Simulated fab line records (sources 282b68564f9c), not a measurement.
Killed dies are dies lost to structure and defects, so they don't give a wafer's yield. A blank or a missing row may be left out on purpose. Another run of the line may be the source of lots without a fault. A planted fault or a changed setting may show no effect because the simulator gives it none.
fab line records	flow rit_cmos
record: lots: 14	wafers: 42	last_day: 7
route steps=202 shown PWELL@47 M1@202
lots that met no fault: taken from a fault-free run of the same line
start_h: hours from the record's opening day to when the first of the lot's shown wafers began	wait_h: hours elapsed since this lot's preceding step	" as in the row above	L1.1+2: a single row standing in for several wafers	- no value, or no start was given	* or withheld: withheld	< > ~ a bound
route shown NAME@n: a module of which the file shows steps, and the number in the route of the first	usual: mean/standard deviation of fault-free wafers	same: alike in all rows	chamber/n: place in a boat	sites: each site's reading	_std_site: the values' standard deviation	_edge_site: inner sites' mean taken away from outer sites' mean	radius_mm: how far each site lies from the wafer's centre	mask NAME#n: copy n	behind: tool/chamber where the wafer was last shaped	hold: reason for holding the lot/hours on hold/outcome of the hold	device: names the non-switching transistor (n, p or np)	end of line: tests of these same wafers at the route's end	step lacking rows: just its recipe	killed: the dies lost at the first sort to structure and to defects; this is not the yield of the wafer	map: a wafer's dies, marking killed ones x, the rest . and places with no die _
set.NAME: setting as actually run; set.NAME@STEP: the setting as run at that earlier step	model.NAME: the simulator's own value behind a step, which no gauge read
steps of the route over a sample of lots; a table a step, a row a wafer
== steps ==
step: RIT_PWELL_IMPLANT_08
recipe: species: B	energy_kev: 170	dose_cm2: 7e+13	tilt_deg: 7
usual: dose_ions_cm2: 7e+13/8.8e+10	faraday_current_uA: 222/4.5
lot.wafer	tool	chamber	start_h	wait_h	dose_ions_cm2	faraday_current_uA
L716.2	implanter-03	0	30.02	0.2	6.997e+13	224
L716.3	"	0	"	"	6.984e+13	213
L716.4	"	0	"	"	6.988e+13	226
L717.1	implanter-02	0	33.81	0.2	7.009e+13	224
L717.2	"	0	"	"	7.01e+13	230
L717.5	"	0	"	"	7.01e+13	223
L718.2	implanter-03	0	37.62	0.2	7.004e+13	221
L718.5	"	0	"	"	7.001e+13	221
L718.6	"	0	"	"	7.007e+13	220
L719.2	implanter-01	0	43.60	0.2	7.008e+13	220
L719.3	"	0	"	"	6.99e+13	216
L719.4	"	0	"	"	6.991e+13	231
L720.3	implanter-03	0	47.49	0.2	7.003e+13	225
L720.4	"	0	"	"	7.002e+13	225
L720.6	"	0	"	"	6.997e+13	218
L721.2	implanter-02	0	53.68	0.2	7.003e+13	218
L721.4	"	0	"	"	6.993e+13	217
L721.6	"	0	"	"	6.996e+13	215
L725.1	implanter-01	0	74.12	0.2	7.001e+13	219
L725.3	"	0	"	"	7e+13	219
L725.5	"	0	"	"	6.994e+13	226
L727.2	implanter-03	0	82.40	0.2	1.0087e+14	324
L727.3	"	0	"	"	1.0089e+14	311
L727.4	"	0	"	"	1.0089e+14	325
L729.1	implanter-03	0	94.17	0.2	1.0076e+14	319
L729.2	"	0	"	"	1.0108e+14	314
L729.3	"	0	"	"	1.0096e+14	319
L731.1	implanter-01	0	103.16	0.2	7.013e+13	219
L731.3	"	0	"	"	7.016e+13	218
L731.6	"	0	"	"	7.019e+13	220
L732.3	implanter-02	0	107.14	0.2	6.997e+13	220
L732.4	"	0	"	"	7e+13	226
L732.6	"	0	"	"	7.002e+13	224
L734.2	implanter-02	0	118.38	0.2	7.015e+13	224
L734.3	"	0	"	"	7.002e+13	229
L734.5	"	0	"	"	6.997e+13	220
L736.2	implanter-01	0	127.18	0.2	7.016e+13	226
L736.4	"	0	"	"	6.998e+13	220
L736.5	"	0	"	"	7.008e+13	215
L737.3	implanter-02	0	133.07	0.2	6.998e+13	227
L737.4	"	0	"	"	6.997e+13	221
L737.5	"	0	"	"	7.003e+13	230
step: RIT_PWELL_TW_MEAS_10
usual: PWELL_TW: 941/6.7
lot.wafer	tool	chamber	start_h	wait_h	PWELL_TW
L716.2	film_metro-03	-	30.33	0.1	929
L716.3	"	-	"	"	937
L716.4	"	-	"	"	932
L717.1	film_metro-04	-	34.13	0.1	946
L717.2	"	-	"	"	944
L717.5	"	-	"	"	946
L718.2	film_metro-04	-	37.93	0.1	950
L718.5	"	-	"	"	944
L718.6	"	-	"	"	943
L719.2	film_metro-02	-	43.91	0.1	940
L719.3	"	-	"	"	941
L719.4	"	-	"	"	941
L720.3	film_metro-04	-	47.79	0.1	949
L720.4	"	-	"	"	945
L720.6	"	-	"	"	948
L721.2	film_metro-02	-	53.99	0.1	937
L721.4	"	-	"	"	932
L721.6	"	-	"	"	940
L725.1	film_metro-04	-	74.45	0.1	945
L725.3	"	-	"	"	949
L725.5	"	-	"	"	948
L727.2	film_metro-02	-	82.71	0.1	1054
L727.3	"	-	"	"	1055
L727.4	"	-	"	"	1061
L729.1	film_metro-03	-	94.49	0.1	1054
L729.2	"	-	"	"	1056
L729.3	"	-	"	"	1057
L731.1	film_metro-02	-	103.48	0.1	940
L731.3	"	-	"	"	938
L731.6	"	-	"	"	932
L732.3	film_metro-02	-	107.44	0.1	934
L732.4	"	-	"	"	937
L732.6	"	-	"	"	936
L734.2	film_metro-02	-	118.69	0.1	940
L734.3	"	-	"	"	937
L734.5	"	-	"	"	942
L736.2	film_metro-03	-	127.49	0.1	934
L736.4	"	-	"	"	932
L736.5	"	-	"	"	932
L737.3	film_metro-03	-	133.36	0.1	932
L737.4	"	-	"	"	926
L737.5	"	-	"	"	928
step: RIT_WELLDRIVE_RS_MEAS_02
recipe: thk_meas_gauge: four-point-probe
usual: PWELL_RS: 429.9/1.2
lot.wafer	tool	chamber	start_h	wait_h	PWELL_RS[ohm/sq]
L716.2	film_metro-03	-	37.34	0.1	431.4
L716.3	"	-	"	"	429.7
L716.4	"	-	"	"	430.3
L717.1	film_metro-02	-	39.40	0.1	430.3
L717.2	"	-	"	"	430.8
L717.5	"	-	"	"	432.6
L718.2	film_metro-03	-	43.50	0.1	430.0
L718.5	"	-	"	"	430.2
L718.6	"	-	"	"	430.3
L719.2	film_metro-02	-	49.18	0.1	431.1
L719.3	"	-	"	"	431.0
L719.4	"	-	"	"	430.4
L720.3	film_metro-04	-	54.29	0.1	430.8
L720.4	"	-	"	"	429.7
L720.6	"	-	"	"	429.4
L721.2	film_metro-02	-	59.26	0.1	431.1
L721.4	"	-	"	"	430.4
L721.6	"	-	"	"	429.5
L725.1	film_metro-04	-	79.71	0.1	428.5
L725.3	"	-	"	"	429.1
L725.5	"	-	"	"	429.7
L727.2	film_metro-04	-	87.98	0.1	342.1
L727.3	"	-	"	"	341.9
L727.4	"	-	"	"	341.6
L729.1	film_metro-03	-	99.75	0.1	343.0
L729.2	"	-	"	"	343.0
L729.3	"	-	"	"	342.5
L731.1	film_metro-02	-	108.74	0.1	429.7
L731.3	"	-	"	"	430.8
L731.6	"	-	"	"	431.8
L732.3	film_metro-03	-	112.72	0.1	431.7
L732.4	"	-	"	"	429.0
L732.6	"	-	"	"	430.0
L734.2	film_metro-02	-	124.41	0.1	430.4
L734.3	"	-	"	"	430.2
L734.5	"	-	"	"	428.8
L736.2	film_metro-02	-	132.77	0.1	429.0
L736.4	"	-	"	"	429.1
L736.5	"	-	"	"	429.7
L737.3	film_metro-02	-	138.65	0.1	428.4
L737.4	"	-	"	"	430.2
L737.5	"	-	"	"	428.5
step: RIT_M1_PROBE_99
usual: killed_at_M0_to_M3: 0.0/0.083	killed_at_contacts: 0.1/0.27	killed_at_front_end: 6.1/2.9	killed_dies: 6.2/2.9	killed_open: 3.2/1.9	killed_short: 3/1.9
same: gross_dies: 264	killed_at_M4_up: 0	killed_at_back_side: 0	killed_at_other: 0
lot.wafer	tool	chamber	start_h	wait_h	killed_at_M0_to_M3	killed_at_contacts	killed_at_front_end	killed_dies	killed_open	killed_short
L729.1	prober-02	-	129.00	0.1	0	0	5	5	2	3
L729.2	prober-02	-	129.05	0.1	0	0	8	8	5	3
L729.3	prober-02	-	129.10	0.2	0	1	0	1	1	0
killed by level:class
L729.1 SPACER:geometric_particle:short=2 FOX1:geometric_particle:short=1 GATE:geometric_particle:open=1 SILICIDE:geometric_particle:open=1
L729.2 GATE:geometric_particle:open=3 SILICIDE:geometric_particle:short=2 FOX1:geometric_particle:short=1 FOX1:geometric_particle:open=1 SPACER:geometric_particle:open=1
L729.3 CONTACT:geometric_particle:open=1
== key ==
first_sign: step: RIT_PWELL_IMPLANT_08	reading: dose_ions_cm2	direction: up	sigmas: 99+	usual: 7e+13	struck: 1.0091e+14
effect: step: RIT_PWELL_IMPLANT_08	reading: faraday_current_uA	direction: up	sigmas: 21	usual: 222	struck: 319
effect: step: RIT_PWELL_TW_MEAS_10	reading: PWELL_TW	direction: up	sigmas: 17	usual: 941	struck: 1056
effect: step: RIT_WELLDRIVE_RS_MEAS_02	reading: PWELL_RS	direction: down	sigmas: 76	usual: 429.9	struck: 342.4
met_at RIT_PWELL_IMPLANT_08
struck_lots L727,L729
tester_left_out L727,L729
onset_between 47.49 82.40
fault: kind: process_parameter_drift	tool: implanter-03	chamber: -	onset_h: 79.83	steps: RIT_PWELL_IMPLANT_08	channel: dose_cm2	offset: 3.0909e+13	shape: step	end_h: 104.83	acts_in: these_recipes_only	stated: 7e+13
tester_left_out: of these lots the tester's yield and bins aren't shown, on N5 and GAA mostly nor the transistor test; their killed dies are dies lost to structure and defects alone, not to doping, threshold or leakage, so they don't give the yield
